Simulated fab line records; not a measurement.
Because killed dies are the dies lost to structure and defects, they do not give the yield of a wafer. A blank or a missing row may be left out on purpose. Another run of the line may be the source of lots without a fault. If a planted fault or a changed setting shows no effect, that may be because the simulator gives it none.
Chamber matching / flow rit_cmos / 4 sister chambers for RIT_GATE_ETCH_19 on rie_si-01
The step etches poly-Si in SF6/CHF3/O2, stops on SiO2, time 165 s, target depth 312.5 nm. 8 wafers are shown with their chamber, then 9 later ones without.

== EACH WAFER AND ITS CHAMBER ==
wafer=L671.1; chamber=0; drypump_motor_current_A (A)=5.7; throttle_valve_pct (%)=10.40
wafer=L671.6; chamber=3; drypump_motor_current_A (A)=6.0; throttle_valve_pct (%)=10.54
wafer=L673.1; chamber=1; drypump_motor_current_A (A)=6.2; throttle_valve_pct (%)=10.27
wafer=L673.3; chamber=0; drypump_motor_current_A (A)=5.7; throttle_valve_pct (%)=10.41
wafer=L673.6; chamber=2; drypump_motor_current_A (A)=5.4; throttle_valve_pct (%)=10.13
wafer=L675.1; chamber=2; drypump_motor_current_A (A)=5.4; throttle_valve_pct (%)=10.14
wafer=L675.3; chamber=3; drypump_motor_current_A (A)=6.0; throttle_valve_pct (%)=10.54
wafer=L675.5; chamber=1; drypump_motor_current_A (A)=6.3; throttle_valve_pct (%)=10.29

== WAFERS WITHOUT THEIR CHAMBER ==
wafer=L676.1; drypump_motor_current_A (A)=5.4; throttle_valve_pct (%)=10.13
wafer=L676.4; drypump_motor_current_A (A)=5.7; throttle_valve_pct (%)=10.40
wafer=L676.5; drypump_motor_current_A (A)=6.0; throttle_valve_pct (%)=10.54
wafer=L683.2; drypump_motor_current_A (A)=5.4; throttle_valve_pct (%)=10.13
wafer=L683.4; drypump_motor_current_A (A)=5.7; throttle_valve_pct (%)=10.41
wafer=L683.5; drypump_motor_current_A (A)=6.0; throttle_valve_pct (%)=10.56
wafer=L685.1; drypump_motor_current_A (A)=5.4; throttle_valve_pct (%)=10.14
wafer=L685.4; drypump_motor_current_A (A)=6.3; throttle_valve_pct (%)=10.26
wafer=L685.6; drypump_motor_current_A (A)=5.4; throttle_valve_pct (%)=10.14

== CHAMBER TAKEN BY EACH ==
wafer=L676.1; from the rows above=2; in truth=2
wafer=L676.4; from the rows above=0; in truth=0
wafer=L676.5; from the rows above=3; in truth=3
wafer=L683.2; from the rows above=2; in truth=2
wafer=L683.4; from the rows above=0; in truth=0
wafer=L683.5; from the rows above=3; in truth=3
wafer=L685.1; from the rows above=2; in truth=2
wafer=L685.4; from the rows above=1; in truth=1
wafer=L685.6; from the rows above=2; in truth=2
Correctly placed: 9 of 9. Can't be placed from these rows: 0. 0 placed wrongly.
How it was worked out, from the rows above alone: a wafer's distance from a chamber is the root of the sum, over the readings, of the square of ((its reading less the chamber's mean) divided by the reading's scatter). The wafer belongs to the nearest chamber; if the next one is less than 2 further off, it can't be placed. The mean given for a chamber averages the wafers shown for that chamber. The scatter: the root of (the sum of the squares of (reading less its chamber's mean) over the shown wafers, divided by (wafers less chambers)).
